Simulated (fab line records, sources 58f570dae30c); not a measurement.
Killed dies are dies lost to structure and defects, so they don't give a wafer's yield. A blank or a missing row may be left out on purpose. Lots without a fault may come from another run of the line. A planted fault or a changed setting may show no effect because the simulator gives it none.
Problem report in the 8D (eight disciplines) form, filled by code | flow berkeley_cmos170 | the parts of the form that need people (team, actions taken, sign-off) are left out

1. THE PROBLEM
NLDD_TW at UCB170_NLDD_TW_MEAS_11 reads a mean of 2322 on 6 wafers of 2 lots; wafers without a fault read 2231 with a standard deviation of 11. That is +8.3 standard deviations from the usual mean.
First seen on wafer L743.1, day 10 18:59, on film_metro-03. The record holds 42 wafers of 14 lots with a number at this step. Rule for "out", or "out of limits": more than 4 standard deviations from the usual mean. The other wafers with a number count as sound.

2. WHAT IT IS AND WHAT IT IS NOT
question                    | is                     | is not
which readings at this step | NLDD_TW                | -
which lots                  | L743, L747             | L728, L729, L730, L731, L734, L736, L739, L740, L741, L744, L748, L750
which wafers of those lots  | all that have a number | -
read on which gauges        | film_metro-03          | film_metro-01, film_metro-02
when                        | from day 10 18:59      | up to then (30 sound wafers); but 6 sound wafers of L748, L750 came after

3. SUSPECTS, AND WHAT RULES EACH OUT
Counting: a tool at a process step up to the reading stays a suspect if it ran every lot that is out and no sound lot after the first of them.
- the gauge at UCB170_NLDD_TW_MEAS_11: ruled out. All the wafers that are out were read on film_metro-03, but those of them that UCB170_NLDD_IMPLANT_09 has rows for are out there too, on other tools.
- plasma_asher-03 at UCB170_PVT_STRIP_08 (strips in O2): ruled out as a lasting fault. Sound lots L748, L750 ran on it after its first lot that is out, L743 (day 9 18:43).
- implanter-01 at UCB170_NLDD_IMPLANT_09: kept. It ran every lot that is out, first L743 (day 10 18:44), and no sound lot after that; its last sound lot up to then is L744 (day 10 17:51). Its own readings are out on those wafers: beam_energy_keV.
Left after counting: implanter-01 at UCB170_NLDD_IMPLANT_09.

4. THE CAUSE (what the simulator had put in)
Process parameter drift: implanter-01, from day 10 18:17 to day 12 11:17, at UCB170_NLDD_IMPLANT_09. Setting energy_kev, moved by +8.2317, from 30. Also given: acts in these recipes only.
Counting left only this tool.

5. THE CHAIN OF EFFECTS, in route order
Each row: a reading whose mean over the struck wafers that have a number lies more than 3 standard deviations from the usual. Only readings for which the record gives a usual standard deviation are gone through. hours: the time from each lot's start at the first step in this table that gives one to its start at this step, as a median over the lots. sigmas: the change in usual standard deviations.
hours | step                       | reading         | usual        | on struck wafers | change | sigmas
0     | UCB170_NLDD_IMPLANT_09     | beam_energy_keV | 29.999       | 38.233           | +8.235 | +99 or more
0     | UCB170_NLDD_TW_MEAS_11     | NLDD_TW         | 2231         | 2322             | +91    | +8.3
12    | UCB170_SDANNEAL_RS_MEAS_05 | NLDD_RS         | 616.7 ohm/sq | 581.8            | -34.9  | -29
The process steps in it:
- UCB170_NLDD_IMPLANT_09
Later measuring or inspecting steps at which every struck wafer that the step has a row for has a number for every such reading, and none has moved that far: UCB170_M1_THK_MEAS_02.

6. WHAT WOULD HAVE CAUGHT IT SOONER
In this record the first reading out of limits at a measuring or inspecting step was taken at day 10 18:59, 1 hour after the fault began at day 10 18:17.
The tool's own readings at UCB170_NLDD_IMPLANT_09 were out on every struck wafer that the step has a row for (beam_energy_keV): an alarm limit on them would have fired on the first of those.
Of the lots that are out (2), L747 began UCB170_NLDD_IMPLANT_09 on implanter-01 after day 10 18:59. A hold on the tool at that time would have spared it.
